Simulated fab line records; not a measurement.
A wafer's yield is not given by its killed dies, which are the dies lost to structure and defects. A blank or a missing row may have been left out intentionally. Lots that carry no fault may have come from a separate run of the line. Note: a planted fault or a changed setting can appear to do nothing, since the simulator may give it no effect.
A single fault, viewed from 2 desks ; flow rit cmos ; what lay behind the numbers comes last; until then each desk has only its own

THE TOOL OWNER'S DESK: furnace-03
The tool's own readings at RIT_GATE_OXIDATION_05 (target thk 3 nm, ox time 270 s): means of the sampled wafers that have a number, for each lot that ran on this tool. The brackets show how far a lot's mean lies from the usual mean; more than 4 standard deviations puts the lot out of limits, marked OUT.
Columns: A = spike tc load C at RIT_GATE_OXIDATION_05, usual 928.5 C
lot;first seen here;A
L211;day 3 19:43;929.5
L212;day 4 01:31;928.7
L213;day 4 01:31;929.2
L220;day 5 12:23;928.2
L221;day 5 16:01;929.4
This desk's verdict: no lot among the 5 shows anything out of limits.

METROLOGY DESK
What the gauges read for every lot (on any tool): the sampled wafers with a number, averaged. The brackets show how far a lot's mean lies from the usual mean; more than 4 standard deviations puts the lot out of limits, marked OUT.
Columns: A = cd nm at RIT_ACTIVE_CD_MEAS_11, usual 1399.2 nm; B = PWELL_RS at RIT_WELLDRIVE_RS_MEAS_02, usual 429.8 ohm/sq; C = GATE_OXIDE_THK at RIT_GATE_THK_MEAS_07, usual 3.04 nm
lot;first seen here;A;B;C
L206;day 1 18:07;1395.1;429.5;3.01
L207;day 1 23:42;1397.9;429.8;3.02
L208;day 2 05:56;1400.4;429.6;3.03
L211;day 2 18:59;1401.2;429.3;3.01
L213;day 3 03:17;1397.5;428.9;3.05
L212;day 3 03:23;1395.6;430.0;3.03
L217;day 3 22:46;1399.0;428.7;3.04
L218;day 4 04:03;1399.8;430.9;2.96
L220;day 4 13:25;1402.3;428.0;4.97 (+31) OUT
L221;day 4 18:19;1401.4;429.9;4.93 (+30) OUT
L225;day 5 14:48;1397.4;428.6;2.96
L226;day 5 19:19;1395.7;432.1;3.04
L227;day 6 00:01;1396.8;428.7;3.13
L229;day 6 12:20;1397.7;429.2;3.09
This desk's finding: out of limits on L220, L221; first on L220, day 5 14:52 (GATE_OXIDE_THK at RIT_GATE_THK_MEAS_07). Within limits: L206, L207, L208, L211, L213, L212, L217, L218, L225, L226, L227, L229.

TAKEN TOGETHER
An alarm was possible from the metrology desk at day 5 14:52, on L220, L221.
The desk of the tool owner found nothing out of limits.
Tool owner's desk: L220, L221 on record, inside its limits.
The lots listed all ran RIT_GATE_OXIDATION_05 on furnace-03.

WHAT HAD BEEN PUT IN BY THE SIMULATOR
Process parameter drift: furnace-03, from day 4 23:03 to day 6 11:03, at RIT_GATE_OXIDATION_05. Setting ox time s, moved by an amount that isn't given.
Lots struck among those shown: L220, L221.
Delay in hours, fault start to first out-of-limits reading, per desk: metrology desk 16.
